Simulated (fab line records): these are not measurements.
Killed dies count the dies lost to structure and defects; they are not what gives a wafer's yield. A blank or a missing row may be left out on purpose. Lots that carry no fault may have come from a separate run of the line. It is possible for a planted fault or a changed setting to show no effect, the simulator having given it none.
A lot that was struck, set against a sound lot / flow ritCmos / 45 out of 202 route steps
Sound: wafers L733.3, L733.4, L733.5. Struck: wafers L739.3, L739.4, L739.5. The cause is named last.
Order at every step that has rows: each side's tool, ch and its chambers, its first start. Under that, the readings that differ: sound wafers / struck wafers / difference of the means / sigmas: that difference in standard deviations of wafers without a fault.
alike: same words and numbers on both sides, and readings whose means sit less than 2 such deviations apart. not compared: any withheld reading, any reading some wafer has no value for, any bound like >300 that may hide the same value, and any number with overlapping values for which the record gives no deviation.
A row with sigmas, a row that says differs or no value, or rows on one side alone: a step with any of these is where the two part. Numbers that don't overlap but have no deviation are shown without sigmas and don't part them. A reading missing from all wafers of one side parts the sides only when that side holds two or more wafers.

first, 1 step without rows for these wafers: RIT_ACTIVE_DEVELOP_10 (develop time 50 s).
RIT_ACTIVE_CD_MEAS_11 targets a cd of 1400 nm.
  sound on cdSem-01 at day 2 18:50; struck on cdSem-01 at day 3 16:36
  alike: cdNm
then, 1 step without rows for these wafers: RIT_ACTIVE_HARDBAKE_12 (time 60 s).
RIT_ACTIVE_ETCH_13: etches Si3N4 in SF6, stops on SiO2, time 210 s, target depth 210 nm.
  sound on rieDiel-04 ch 2,3, day 2 19:04; struck on rieDiel-04 ch 1,2, day 3 16:52
  alike: SF6_flow_sccm, drypumpMotorCurrentA, oesProductAu, rfFwdPowerW, throttleValvePct
  not compared: rfHoursCounterH
RIT_ACTIVE_STRIP_14: strips in O2, time 180 s.
  sound on plasmaAsher-02 ch 0,1, day 2 19:16; struck on plasmaAsher-02 ch 0,1, day 3 17:03
  alike: drypumpMotorCurrentA
  not compared: rfHoursCounterH
RIT_ACTIVE_CD_MEAS_90 targets a cd of 1400 nm.
  sound on cdSem-01 at day 2 19:25; struck on cdSem-02 at day 3 17:12
  alike: cdNm
then, 4 steps without rows for these wafers: RIT_ACTIVE_CLEAN_15 (cleans in SC1, time 600 s); RIT_ACTIVE_CLEAN_16 (cleans in dHF, time 30 s); RIT_ACTIVE_CLEAN_17 (cleans in SC2, time 600 s); RIT_FOX1_OXIDATION_00 (target thk 350.7 nm, ox time 1130 s).
RIT_FOX1_THK_MEAS_01:
  sound on filmMetro-03 at day 2 21:14; struck on filmMetro-01 at day 3 19:20
  alike: FOX1_OXIDE_THK
then, 1 step without rows for these wafers: RIT_FOX1_WET_ETCH_02 (etches SiO2 in BOE, target depth 350 nm, time 390 s).
RIT_FOX2_OXIDATION_00: target thk 350.7 nm, ox time 1130 s.
  sound on furnace-01 ch 0, day 2 21:28; struck on furnace-04 ch 0, day 3 19:29
reading=spikeTcCentreC (C); sound=1101.9 1100.5 1100.3; struck=1136.1 1136.5 1134.6; difference=+34.8; sigmas=+23
reading=spikeTcLoadC (C); sound=1129.2 1129.8 1128.3; struck=1162.1 1161.8 1163.3; difference=+33.3; sigmas=+14
reading=spikeTcSourceC (C); sound=1127.6 1129.1 1128.5; struck=1155.2 1155.7 1156.2; difference=+27.3; sigmas=+9
reading=tubeCenterTempC (C); sound=1100 1100.1 1100; struck=1135 1135.1 1135; difference=+35; sigmas=+99 or more
reading=tube_center_temp_C_max; sound=1102.4 1103.0 1103.1; struck=1137.8 1138.0 1138.7; difference=+35.3; sigmas=+71
reading=zonePowerSourcePct (%); sound=42.0 41.6 41.6; struck=45.9 46.4 46.1; difference=+4.4; sigmas=+5
reading=model.SiO2_of_FOX2_OXIDATION_00.thkNm (nm); sound=337.4 344.6 341.5; struck=405.2 408.5 404.8; difference=+65.0; sigmas=
RIT_FOX2_THK_MEAS_01:
  sound on filmMetro-01 at day 2 22:48; struck on filmMetro-02 at day 3 20:50
reading=FOX2_OXIDE_THK (nm); sound=338 345 341; struck=405 408 405; difference=+65; sigmas=+9
then, 2 steps without rows for these wafers: RIT_FOX2_CLEAN_02 (cleans in dHF, time 180 s); RIT_FOX2_WET_ETCH_03 (etches Si3N4 in H3PO4, target depth 195 nm, time 2700 s).
RIT_FOX2_THK_MEAS_90:
  sound on filmMetro-01 at day 2 23:44; struck on filmMetro-01 at day 3 22:28
reading=FIELD_OXIDE_LEFT_1_THK (nm); sound=310 317 314; struck=378 381 378; difference=+65; sigmas=+9
then, 6 steps without rows for these wafers: RIT_NWELL_HMDS_00 (prime time 60 s); RIT_NWELL_COAT_01 (resist thk 1300 nm); RIT_NWELL_SOFTBAKE_02 (time 60 s); RIT_NWELL_EXPOSE_03 (exposes mask M2, target cd 43900 nm); RIT_NWELL_PEB_04; RIT_NWELL_DEVELOP_05 (develop time 68 s).
RIT_NWELL_OVL_MEAS_06:
  sound on overlay-02 at day 3 00:49; struck on overlay-01 at day 3 23:31
  alike: NWELL_OVL
then, 2 steps without rows for these wafers: RIT_NWELL_HARDBAKE_07 (time 120 s); RIT_NWELL_IMPLANT_08.
RIT_NWELL_STRIP_09: strips in O2, time 180 s.
  sound on plasmaAsher-03 ch 0,1, day 3 01:18; struck on plasmaAsher-01 ch 0,1, day 4 00:00
  alike: drypumpMotorCurrentA
  not compared: rfHoursCounterH
RIT_NWELL_TW_MEAS_10:
  sound on filmMetro-04 at day 3 01:26; struck on filmMetro-04 at day 4 00:08
  alike: NWELL_TW
then, 6 steps without rows for these wafers: RIT_PWELL_HMDS_00 (prime time 60 s); RIT_PWELL_COAT_01 (resist thk 1300 nm); RIT_PWELL_SOFTBAKE_02 (time 60 s); RIT_PWELL_EXPOSE_03 (exposes mask M3, target cd 43700 nm); RIT_PWELL_PEB_04; RIT_PWELL_DEVELOP_05 (develop time 68 s).
RIT_PWELL_OVL_MEAS_06:
  sound on overlay-01 at day 3 02:29; struck on overlay-02 at day 4 01:14
  alike: PWELL_OVL
then, 2 steps without rows for these wafers: RIT_PWELL_HARDBAKE_07 (time 120 s); RIT_PWELL_IMPLANT_08.
RIT_PWELL_STRIP_09: strips in O2, time 180 s.
  sound on plasmaAsher-02 ch 0,1, day 3 02:59; struck on plasmaAsher-03 ch 0,1, day 4 01:43
  alike: drypumpMotorCurrentA
  not compared: rfHoursCounterH
RIT_PWELL_TW_MEAS_10:
  sound on filmMetro-02 at day 3 03:07; struck on filmMetro-02 at day 4 01:50
  alike: PWELL_TW
then, 1 step without rows for these wafers: RIT_WELLDRIVE_ANNEAL_00 (time 14700 s).
RIT_WELLDRIVE_RS_MEAS_01: uses a four-point probe to measure.
  sound on filmMetro-03 at day 3 08:48; struck on filmMetro-02 at day 4 07:01
reading=NWELL_RS (ohm/sq); sound=274.2 274.8 273.8; struck=275.5 275.6 276.2; difference=+1.5; sigmas=+2
RIT_WELLDRIVE_RS_MEAS_02: uses a four-point probe to measure.
  sound on filmMetro-03 at day 3 08:55; struck on filmMetro-02 at day 4 07:08
  alike: PWELL_RS
RIT_FOX2_THK_MEAS_91:
  sound on filmMetro-01 at day 3 13:04; struck on filmMetro-02 at day 4 11:01
reading=FIELD_OXIDE_LEFT_2_THK (nm); sound=242 249 246; struck=309 312 309; difference=+64; sigmas=+9
RIT_SILICIDE_WET_ETCH_00: etches SiO2 in BOE, target depth 14 nm, time 15 s.
  sound on wetBench-02 ch 0, day 4 11:22; struck on wetBench-04 ch 1, day 5 05:49
reading=model.SiO2_of_FOX2_OXIDATION_00.thkNm (nm); sound=134.9 145.4 139.9; struck=203.9 205.6 202.7; difference=+64.0; sigmas=
RIT_M1_PROBE_99:
  the record has rows for the sound wafers here (prober-01, day 4 20:14) and none for the struck ones

WHERE THEY PART
First at RIT_FOX2_OXIDATION_00; last, within this record, at RIT_M1_PROBE_99.

WHY: what the simulator had put in
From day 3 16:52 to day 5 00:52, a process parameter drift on furnace-04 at RIT_FOX2_OXIDATION_00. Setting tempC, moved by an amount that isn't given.
